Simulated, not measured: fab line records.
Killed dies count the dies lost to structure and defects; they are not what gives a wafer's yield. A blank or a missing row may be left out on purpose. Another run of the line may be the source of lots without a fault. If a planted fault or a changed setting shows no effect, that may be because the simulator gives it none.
fab line records	flow ritCmos
record: lots: 6	wafers: 18	lastDay: 7
route steps=202 shown ACTIVE@1 FOX1@20 FOX2@23 M1@202
lots that met no fault: taken from a fault-free run of the same line
startH: hours from the record's first day to the start of the lot's first wafer shown	waitH: time in hours since the lot's previous step	" the same as in the row above	L1.1+2: one row covering several wafers at once	- either no value or no given start	* or withheld: withheld	< > ~ a bound
route shown NAME@n: names a module that has steps shown in the file, with the first one's number in the route	usual: average and standard deviation across the fault-free wafers	same: alike in all rows	chamber/n: place in a boat	sites: per-site readings	_std_site: the standard deviation of these	_edge_site: inner sites' mean taken away from outer sites' mean	radiusMm: how far each site lies from the wafer's centre	mask NAME#n: copy n	behind: the last tool/chamber to shape the wafer	hold: reason for holding the lot/hours on hold/outcome of the hold	device: transistor that didn't switch, given as n, p or np	end of line: the same wafers' tests at the end of the route	where a step has no rows: the recipe by itself	killed: dies that structure and defects cost at the first sort, which is not the same as the wafer's yield	map: per-die view of a wafer (x killed, . not killed, _ where there is no die)
set.NAME: setting as actually run; set.NAME@STEP: the setting as run at that earlier step	model.NAME: the simulator's own value behind a step, which no gauge read
lots seen at some steps along the route; tables by step, rows by wafer
services: when a tool's chamber went out of use (startH, in hours from the record's first day, below 0 if earlier), for how many hours, and the reason
== steps ==
step: RIT_ACTIVE_BOW_MEAS_00
recipe: mode: bow
usual: INCOMING_BOW: 1/7.1
lot.wafer	tool	chamber	startH	waitH	INCOMING_BOW[um]
L475.1	filmMetro-01	-	35.00	-	-1
L475.5	"	-	"	"	-1
L475.6	"	-	"	"	15
L476.1	filmMetro-02	-	40.00	-	20
L476.4	"	-	"	"	2
L476.5	"	-	"	"	4
L480.1	filmMetro-02	-	60.00	-	-2
L480.4	"	-	"	"	2
L480.6	"	-	"	"	1
L482.3	filmMetro-01	-	70.04	-	0
L482.4	"	-	"	"	-4
L482.5	"	-	"	"	3
L491.1	filmMetro-02	-	115.00	-	-1
L491.3	"	-	"	"	-9
L491.6	"	-	"	"	-3
L492.1	filmMetro-02	-	120.00	-	-5
L492.3	"	-	"	"	-2
L492.5	"	-	"	"	10
step: RIT_ACTIVE_OXIDATION_01
recipe: tempC: 1000	ambient: O2	targetThkA: 468	oxTimeS: 3360
step: RIT_ACTIVE_THK_MEAS_02
recipe: reads: SiO2_of_ACTIVE_OXIDATION_01
usual: ACTIVE_OXIDE_THK: 47.0/0.77
lot.wafer	tool	chamber	startH	waitH	ACTIVE_OXIDE_THK[nm]
L475.1	filmMetro-04	-	39.91	0.0	47.5
L475.5	"	-	"	"	47.3
L475.6	"	-	"	"	47.1
L476.1	filmMetro-02	-	42.05	0.0	47.0
L476.4	"	-	"	"	46.9
L476.5	"	-	"	"	45.9
L480.1	filmMetro-01	-	62.13	0.0	47.1
L480.4	"	-	"	"	48.2
L480.6	"	-	"	"	47.7
L482.3	filmMetro-02	-	72.07	0.0	45.2
L482.4	"	-	"	"	45.8
L482.5	"	-	"	"	45.0
L491.1	filmMetro-02	-	117.05	0.0	46.6
L491.3	"	-	"	"	46.6
L491.6	"	-	"	"	47.4
L492.1	filmMetro-02	-	122.06	0.0	47.6
L492.3	"	-	"	"	47.5
L492.5	"	-	"	"	47.7
step: RIT_ACTIVE_CVD_03
recipe: material: Si3N4	targetThkNm: 150	tempC: 810	precursor: SiH2Cl2/NH3	timeS: 1500	pressureMtorr: 300	sih2cl2FlowSccm: 60	nh3FlowSccm: 150
usual: spikeTcCentreC: 812.0/1.7	spikeTcLoadC: 834/3.5	spikeTcSourceC: 832.2/2.4	susceptorTempC: 810.0/0.38
lot.wafer	tool	chamber	startH	waitH	spikeTcCentreC	spikeTcLoadC	spikeTcSourceC	susceptorTempC	model.Si3N4_of_ACTIVE_CVD_03.thkNm
L475.1	lpcvd-01	0	40.59	0.7	814.1	838	829.0	810.1	150.1
L475.5	"	0	"	"	812.3	840	828.6	810.0	148.6
L475.6	"	0	"	"	812.6	839	826.8	810.2	148.1
L476.1	lpcvd-02	0	42.11	0.1	810.3	835	832.4	809.9	148.1
L476.4	"	0	"	"	811.1	835	834.5	809.4	149
L476.5	"	0	"	"	810.3	835	832.7	809.3	148.4
L480.1	lpcvd-01	1	62.19	0.1	828.3	850	846.6	825.2	194.6
L480.4	"	1	"	"	827.0	851	848.0	825.0	194.4
L480.6	"	1	"	"	827.8	852	849.4	824.9	194.4
L482.3	lpcvd-01	1	72.11	0.0	826.3	852	850.1	824.7	193.2
L482.4	"	1	"	"	827.5	853	850.4	824.2	193.2
L482.5	"	1	"	"	828.8	853	848.4	824.3	192.6
L491.1	lpcvd-02	0	117.80	0.7	810.0	835	833.2	809.9	150
L491.3	"	0	"	"	809.7	836	833.5	809.5	151.4
L491.6	"	0	"	"	809.7	836	833.4	809.8	151.4
L492.1	lpcvd-02	1	123.08	1.0	811.9	830	831.9	810.3	150.2
L492.3	"	1	"	"	811.1	830	832.5	809.9	150
L492.5	"	1	"	"	813.1	829	832.2	810.2	148.1
step: RIT_ACTIVE_THK_MEAS_04
recipe: reads: Si3N4_of_ACTIVE_CVD_03
usual: ACTIVE_NITRIDE_THK: 149.9/1.5
lot.wafer	tool	chamber	startH	waitH	ACTIVE_NITRIDE_THK[nm]
L475.1	filmMetro-04	-	42.01	0.0	150.1
L475.5	"	-	"	"	148.5
L475.6	"	-	"	"	148.0
L476.1	filmMetro-01	-	43.53	0.0	148.1
L476.4	"	-	"	"	149.0
L476.5	"	-	"	"	148.5
L480.1	filmMetro-02	-	63.61	0.0	194.6
L480.4	"	-	"	"	194.2
L480.6	"	-	"	"	194.3
L482.3	filmMetro-02	-	73.55	0.0	193.1
L482.4	"	-	"	"	193.2
L482.5	"	-	"	"	192.6
L491.1	filmMetro-02	-	119.22	0.0	150.0
L491.3	"	-	"	"	151.3
L491.6	"	-	"	"	151.4
L492.1	filmMetro-04	-	124.50	0.0	150.1
L492.3	"	-	"	"	150.0
L492.5	"	-	"	"	148.0
step: RIT_ACTIVE_HMDS_05
recipe: primeTimeS: 60	primeTempC: 140
step: RIT_ACTIVE_COAT_06
recipe: resist: NOVOLAK	spinRpm: 3250	resistThkNm: 1000
step: RIT_ACTIVE_SOFTBAKE_07
recipe: resist: NOVOLAK	tempC: 90	timeS: 60
step: RIT_ACTIVE_EXPOSE_08
recipe: maskId: M1	na: 0.6	sourceShape: conventional	sigmaOuter: 0.6	targetCdNm: 1400	doseMj: 225
step: RIT_ACTIVE_PEB_09
recipe: resist: NOVOLAK	tempC: withheld	timeS: withheld
step: RIT_ACTIVE_DEVELOP_10
recipe: resist: NOVOLAK	developTimeS: 50	devTempC: 23
step: RIT_ACTIVE_CD_MEAS_11
recipe: targetCdNm: 1400
usual: cdNm: 1400.5/2
lot.wafer	tool	chamber	startH	waitH	cdNm
L475.1	cdSem-01	-	42.92	-	1403.3
L475.5	"	-	"	"	1400.6
L475.6	"	-	"	"	1400.5
L476.1	cdSem-02	-	44.64	-	1400.3
L476.4	"	-	"	"	1398.3
L476.5	"	-	"	"	1398.5
L480.1	cdSem-02	-	64.52	-	1398.8
L480.4	"	-	"	"	1400.4
L480.6	"	-	"	"	1399.3
L482.3	cdSem-01	-	74.60	-	1404.0
L482.4	"	-	"	"	1405.7
L482.5	"	-	"	"	1401.5
L491.1	cdSem-01	-	120.25	-	1400.3
L491.3	"	-	"	"	1401.8
L491.6	"	-	"	"	1401.1
L492.1	cdSem-01	-	125.58	-	1400.3
L492.3	"	-	"	"	1403.3
L492.5	"	-	"	"	1403.0
step: RIT_ACTIVE_HARDBAKE_12
recipe: resist: NOVOLAK	tempC: 140	timeS: 60
step: RIT_ACTIVE_ETCH_13
recipe: stopOn: SiO2	chemistry: SF6	target: Si3N4	timeS: 210	overEtchFrac: 0.4	SF6_flow_sccm: 200	pressureMtorr: 260	rfW: 125	targetDepthA: 2100
usual: drypumpMotorCurrentA: 5.4/0.36	oesProductAu: 0.821/0.0092	throttleValvePct: 7.43/0.096
lot.wafer	tool	chamber	startH	waitH	drypumpMotorCurrentA	oesProductAu	rfHoursCounterH	throttleValvePct	model.ACTIVE.featureDepthNm	model.etch.depthNm
L475.1	rieDiel-03	1	43.19	0.1	5.1	0.810	1	7.29	150.1	150.1
L475.5	"	0	"	"	5.6	0.807	-	7.59	149	148.6
L475.6	"	3	"	"	5.2	0.810	-	7.40	148.1	148.1
L476.1	rieDiel-04	0	44.91	0.1	5.0	0.824	28	7.43	148.1	148.1
L476.4	"	1	"	"	5.3	0.826	143	7.43	150.6	149
L476.5	"	1	"	"	5.3	0.820	-	7.43	150	148.4
L480.1	rieDiel-03	1	64.79	0.1	5.1	0.944	1	7.30	194.6	194.6
L480.4	"	0	"	"	5.6	0.939	5	7.58	194.8	194.4
L480.6	"	1	"	"	5.1	0.934	-	7.28	194.4	194.4
L482.3	rieDiel-04	2	74.97	0.1	5.4	0.958	60	7.38	193.7	193.2
L482.4	"	3	"	"	5.7	0.949	123	7.34	193.2	193.2
L482.5	"	2	"	"	5.4	0.947	-	7.39	193.2	192.6
L491.1	rieDiel-04	1	120.52	0.1	5.3	0.829	144	7.42	151.6	150
L491.3	"	2	"	"	5.4	0.836	61	7.39	151.9	151.4
L491.6	"	0	"	"	5.0	0.832	-	7.41	151.4	151.4
L492.1	rieDiel-03	0	125.85	0.1	5.6	0.804	7	7.57	150.6	150.2
L492.3	"	1	"	"	5.1	0.817	2	7.29	150	150
L492.5	"	1	"	"	5.1	0.807	-	7.28	148.1	148.1
step: RIT_ACTIVE_STRIP_14
recipe: chemistry: O2	timeS: 180	resist: NOVOLAK	platenTempC: withheld	powerW: 500	pressureMtorr: 4000	o2FlowSccm: 4000
usual: drypumpMotorCurrentA: 6.0/0.57	o2FlowSccm: 4000/12
lot.wafer	tool	chamber	startH	waitH	drypumpMotorCurrentA	o2FlowSccm	rfHoursCounterH
L475.1	plasmaAsher-01	1	43.32	0.1	5.1	4008	41
L475.5	"	0	"	"	6.6	3989	-
L475.6	"	1	"	"	5.1	4014	-
L476.1	plasmaAsher-03	0	45.04	0.1	6.5	3974	37
L476.4	"	1	"	"	5.6	4003	-
L476.5	"	1	"	"	5.6	3995	-
L480.1	plasmaAsher-02	1	64.92	0.1	6.4	4001	28
L480.4	"	1	"	"	6.4	3982	-
L480.6	"	0	"	"	6.1	4016	-
L482.3	plasmaAsher-02	1	75.16	0.1	6.4	4011	-
L482.4	"	0	"	"	6.1	4000	-
L482.5	"	0	"	"	6.1	4005	-
L491.1	plasmaAsher-02	0	120.65	0.1	6.1	3999	35
L491.3	"	0	"	"	6.1	3979	-
L491.6	"	0	"	"	6.1	4001	-
L492.1	plasmaAsher-02	0	125.98	0.1	6.1	3981	35
L492.3	"	1	"	"	6.4	3993	-
L492.5	"	1	"	"	6.4	3987	-
step: RIT_ACTIVE_CD_MEAS_90
recipe: targetCdNm: 1400
usual: cdNm: 1400.5/2.1
lot.wafer	tool	chamber	startH	waitH	cdNm
L475.1	cdSem-01	-	43.50	0.1	1403.3
L475.5	"	-	"	"	1401.2
L475.6	"	-	"	"	1400.5
L476.1	cdSem-01	-	45.22	0.1	1400.7
L476.4	"	-	"	"	1398.2
L476.5	"	-	"	"	1398.3
L480.1	cdSem-01	-	65.10	0.1	1398.1
L480.4	"	-	"	"	1400.4
L480.6	"	-	"	"	1399.2
L482.3	cdSem-02	-	75.31	0.1	1404.1
L482.4	"	-	"	"	1405.4
L482.5	"	-	"	"	1401.1
L491.1	cdSem-02	-	120.83	0.1	1400.4
L491.3	"	-	"	"	1401.5
L491.6	"	-	"	"	1401.3
L492.1	cdSem-02	-	126.16	0.1	1400.3
L492.3	"	-	"	"	1403.1
L492.5	"	-	"	"	1402.5
step: RIT_ACTIVE_CLEAN_15
recipe: chemistry: SC1	mix: 3:3:50	timeS: 600	tempC: 75
step: RIT_ACTIVE_CLEAN_16
recipe: chemistry: dHF	dilution: 50:1	timeS: 30
step: RIT_ACTIVE_CLEAN_17
recipe: chemistry: SC2	mix: 3:3:50	timeS: 600	tempC: 75	dry: n2Spin
step: RIT_FOX1_OXIDATION_00
recipe: tempC: 1100	ambient: H2O	targetThkA: 3507	pH2oTorr: 720	oxTimeS: 1130
step: RIT_FOX1_THK_MEAS_01
recipe: reads: SiO2_of_FOX1_OXIDATION_00
usual: FOX1_OXIDE_THK: 351/6
lot.wafer	tool	chamber	startH	waitH	FOX1_OXIDE_THK[nm]
L475.1	filmMetro-03	-	46.54	0.0	360
L475.5	"	-	"	"	359
L475.6	"	-	"	"	359
L476.1	filmMetro-03	-	47.85	0.0	362
L476.4	"	-	"	"	358
L476.5	"	-	"	"	359
L480.1	filmMetro-03	-	66.90	0.0	350
L480.4	"	-	"	"	354
L480.6	"	-	"	"	352
L482.3	filmMetro-03	-	77.49	0.0	344
L482.4	"	-	"	"	346
L482.5	"	-	"	"	344
L491.1	filmMetro-02	-	122.65	0.0	351
L491.3	"	-	"	"	351
L491.6	"	-	"	"	351
L492.1	filmMetro-02	-	128.34	0.0	341
L492.3	"	-	"	"	349
L492.5	"	-	"	"	344
step: RIT_FOX1_WET_ETCH_02
recipe: chemistry: BOE	targetDepthNm: 350	timeS: 390	tempC: 21.5	dry: n2Spin	dilution: 10:1	target: SiO2
step: RIT_FOX2_OXIDATION_00
recipe: tempC: 1100	ambient: H2O	targetThkA: 3507	pH2oTorr: 720	oxTimeS: 1130
step: RIT_FOX2_THK_MEAS_01
recipe: reads: SiO2_of_FOX2_OXIDATION_00
usual: FOX2_OXIDE_THK: 351/6.4
lot.wafer	tool	chamber	startH	waitH	FOX2_OXIDE_THK[nm]
L475.1	filmMetro-03	-	49.50	0.0	340
L475.5	"	-	"	"	344
L475.6	"	-	"	"	350
L476.1	filmMetro-02	-	49.50	0.0	351
L476.4	"	-	"	"	350
L476.5	"	-	"	"	358
L480.1	filmMetro-03	-	68.39	0.0	346
L480.4	"	-	"	"	343
L480.6	"	-	"	"	343
L482.3	filmMetro-03	-	79.70	0.0	350
L482.4	"	-	"	"	352
L482.5	"	-	"	"	356
L491.1	filmMetro-01	-	124.73	0.0	346
L491.3	"	-	"	"	342
L491.6	"	-	"	"	347
L492.1	filmMetro-02	-	129.95	0.0	338
L492.3	"	-	"	"	338
L492.5	"	-	"	"	343
step: RIT_FOX2_CLEAN_02
recipe: chemistry: dHF	dilution: 50:1	timeS: 180
lot.wafer	tool	chamber	startH	waitH	model.Si3N4_of_ACTIVE_CVD_03.thkNm
L475.1	wetBench-04	0	49.56	0.1	130.8
L475.5	"	0	"	"	129.3
L475.6	"	0	"	"	128.8
L476.1	wetBench-04	1	49.56	0.1	128.9
L476.4	"	1	"	"	129.8
L476.5	"	1	"	"	129.2
L480.1	wetBench-04	2	68.45	0.1	175.3
L480.4	"	2	"	"	175.2
L480.6	"	2	"	"	175.1
L482.3+4	wetBench-01	3	79.74	0.0	173.9
L482.5	"	3	"	"	173.3
L491.1	wetBench-01	2	124.79	0.1	130.8
L491.3+6	"	2	"	"	132.1
L492.1	wetBench-01	1	130.01	0.1	131
L492.3	"	1	"	"	130.8
L492.5	"	1	"	"	128.9
step: RIT_FOX2_WET_ETCH_03
recipe: chemistry: H3PO4	target: Si3N4	targetDepthNm: 195	tempC: 165	timeS: 2700
step: RIT_M1_PROBE_99
usual: killedAtContacts: 0.1/0.25	killedAtFrontEnd: 8/3.3	killedDies: 8/3.3	killedOpen: 3.9/2.1	killedShort: 3.8/2.2
same: grossDies: 264	killed_at_M0_to_M3: 0	killed_at_M4_up: 0	killedAtBackSide: 0	killedAtOther: 0
lot.wafer	tool	chamber	startH	waitH	killedAtContacts	killedAtFrontEnd	killedDies	killedOpen	killedShort	model.etest.nldd.widthNm	model.etest.pldd.widthNm	model.etest.nplusSal.widthNm	model.etest.pplusSal.widthNm
L476.1	prober-01	-	91.92	0.1	0	13	13	6	7	3164	3163	3453	3433
L476.4	prober-01	-	92.07	0.2	0	2	2	1	1	3154	3172	3464	3461
L476.5	prober-01	-	92.12	0.2	0	7	7	6	1	3178	3171	3427	3428
L475.1	prober-02	-	92.54	0.1	1	3	4	2	2	3171	3187	3454	3447
L475.5	prober-02	-	92.74	0.2	0	8	8	4	4	3176	3172	3437	3432
L475.6	prober-02	-	92.79	0.2	0	5	5	2	3	3175	3166	3435	3434
L480.1	prober-02	-	107.80	0.1	0	11	11	5	6	3240	3233	3468	3450
L480.4	prober-02	-	107.95	0.2	0	7	7	6	1	3219	3237	3488	3480
L480.6	prober-02	-	108.05	0.2	0	5	5	1	4	3220	3232	3465	3465
L482.3	prober-02	-	121.59	0.2	0	9	9	5	4	3247	3250	3495	3492
L482.4	prober-02	-	121.64	0.2	1	14	15	9	6	3241	3256	3495	3477
L482.5	prober-02	-	121.69	0.2	0	12	12	7	5	3245	3231	3502	3488
L491.1	prober-01	-	163.69	0.1	0	10	10	4	6	3201	3188	3447	3448
L491.3	prober-01	-	163.79	0.2	0	11	11	5	6	3183	3180	3439	3437
L491.6	prober-01	-	163.94	0.2	0	7	7	4	3	3166	3167	3450	3464
L492.1	prober-02	-	173.74	0.1	0	8	8	3	4	3205	3200	3456	3456
L492.3	prober-02	-	173.84	0.2	0	6	6	3	3	3183	3196	3455	3467
L492.5	prober-02	-	173.94	0.2	0	6	6	3	3	3190	3174	3444	3453
killed by level:class
L476.1 GATE:geometricParticle:open=5 GATE:geometricParticle:short=4 FOX1:geometricParticle:short=2 REOX:geometricParticle:open=1 SPACER:geometricParticle:short=1
L476.4 GATE:geometricParticle:open=1 SILICIDE:geometricParticle:short=1
L476.5 GATE:geometricParticle:open=2 FOX1:geometricParticle:open=1 REOX:geometricParticle:open=1 REOX:geometricParticle:short=1 SPACER:geometricParticle:open=1 SILICIDE:geometricParticle:open=1
L475.1 GATE:geometricParticle:short=2 SPACER:geometricParticle:open=1 CONTACT:geometricParticle:open=1
L475.5 GATE:geometricParticle:open=2 SILICIDE:geometricParticle:open=2 FOX2:geometricParticle:short=1 GATE:geometricParticle:short=1 REOX:geometricParticle:short=1 SPACER:geometricParticle:short=1
L475.6 GATE:geometricParticle:short=2 GATE:geometricParticle:open=1 SPACER:geometricParticle:short=1 SPACER:geometricParticle:open=1
L480.1 GATE:geometricParticle:short=2 REOX:geometricParticle:open=2 REOX:geometricParticle:short=2 SPACER:geometricParticle:open=2 FOX1:geometricParticle:short=1 FOX2:geometricParticle:open=1 SPACER:geometricParticle:short=1
L480.4 FOX2:geometricParticle:open=2 GATE:geometricParticle:open=2 FOX1:geometricParticle:open=1 REOX:geometricParticle:short=1 SILICIDE:geometricParticle:open=1
L480.6 SILICIDE:geometricParticle:short=2 FOX2:geometricParticle:open=1 FOX2:geometricParticle:short=1 GATE:geometricParticle:short=1
L482.3 GATE:geometricParticle:short=3 GATE:geometricParticle:open=2 SILICIDE:geometricParticle:open=2 FOX1:geometricParticle:open=1 SILICIDE:geometricParticle:short=1
L482.4 GATE:geometricParticle:short=4 FOX2:geometricParticle:open=2 GATE:geometricParticle:open=2 FOX1:geometricParticle:open=1 FOX2:geometricParticle:short=1 REOX:geometricParticle:open=1 SPACER:geometricParticle:open=1 SPACER:geometricParticle:short=1
L482.5 GATE:geometricParticle:open=5 FOX1:geometricParticle:short=2 GATE:geometricParticle:short=2 FOX2:geometricParticle:open=1 REOX:geometricParticle:short=1 REOX:geometricParticle:open=1
L491.1 GATE:geometricParticle:short=2 REOX:geometricParticle:short=2 SILICIDE:geometricParticle:open=2 FOX2:geometricParticle:open=1 FOX2:geometricParticle:short=1 GATE:geometricParticle:open=1 SPACER:geometricParticle:short=1
L491.3 FOX2:geometricParticle:short=2 GATE:geometricParticle:open=2 REOX:geometricParticle:open=2 FOX1:geometricParticle:short=1 GATE:geometricParticle:short=1 SPACER:geometricParticle:short=1 SILICIDE:geometricParticle:open=1 SILICIDE:geometricParticle:short=1
L491.6 GATE:geometricParticle:open=2 FOX1:geometricParticle:open=1 GATE:geometricParticle:short=1 REOX:geometricParticle:open=1 SPACER:geometricParticle:short=1 SILICIDE:geometricParticle:short=1
L492.1 GATE:geometricParticle:short=3 FOX2:geometricParticle:short=1 FOX2:geometricParticle:open=1 GATE:geometricParticle:open=1 SILICIDE:geometricParticle:open=1 PWELL:coatMicrobubblePrinted=1
L492.3 GATE:geometricParticle:open=2 FOX1:geometricParticle:short=1 GATE:geometricParticle:short=1 REOX:geometricParticle:short=1 SPACER:geometricParticle:open=1
L492.5 GATE:geometricParticle:short=2 FOX1:geometricParticle:open=1 GATE:geometricParticle:open=1 REOX:geometricParticle:short=1 SILICIDE:geometricParticle:open=1
== services ==
tool	chamber	startH	hours	kind
wetBench-01	-	40.80	1.9	pm
lpcvd-02	-	47.39	16.1	repair
rieDiel-04	-	49.01	1.1	repair
plasmaAsher-03	-	99.70	4.1	repair
plasmaAsher-01	-	112.34	9.9	pm
lpcvd-01	-	113.53	14.6	pm
== key ==
firstSign: step: RIT_ACTIVE_CVD_03	reading: susceptorTempC	direction: up	sigmas: 39	usual: *	struck: *
effect: step: RIT_ACTIVE_CVD_03	reading: spikeTcCentreC	direction: up	sigmas: 9.1	usual: 812.0	struck: 827.6
effect: step: RIT_ACTIVE_THK_MEAS_04	reading: ACTIVE_NITRIDE_THK	direction: up	sigmas: 28	usual: 149.9	struck: 193.7
effect: step: RIT_ACTIVE_ETCH_13	reading: oesProductAu	direction: up	sigmas: 14	usual: 0.821	struck: 0.945
modelEffect: step: RIT_ACTIVE_CVD_03	value: Si3N4_of_ACTIVE_CVD_03.thkNm	without: 148.5	struck: 193.7
modelEffect: step: RIT_ACTIVE_ETCH_13	value: ACTIVE.featureDepthNm	without: 148.8	struck: 194
modelEffect: step: RIT_FOX2_CLEAN_02	value: Si3N4_of_ACTIVE_CVD_03.thkNm	without: 129.2	struck: 174.4
modelEffect: step: RIT_M1_PROBE_99	value: etest.nldd.widthNm	without: 3192	struck: 3235
metAt RIT_ACTIVE_CVD_03
struckWafers L480.1,L480.4,L480.6,L482.3,L482.4,L482.5
testerLeftOut L480,L482
onsetBetween 40.59 62.19
fault: kind: processParameterDrift	tool: lpcvd-01	chamber: -	onsetH: 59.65	steps: RIT_ACTIVE_CVD_03	channel: tempC	offset: *	shape: step	endH: 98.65	actsIn: *	stated: *
testerLeftOut: of these lots the tester's yield and bins aren't shown, on N5 and GAA mostly nor the transistor test; their killed dies are dies lost to structure and defects alone, not to doping, threshold or leakage, so they don't give the yield
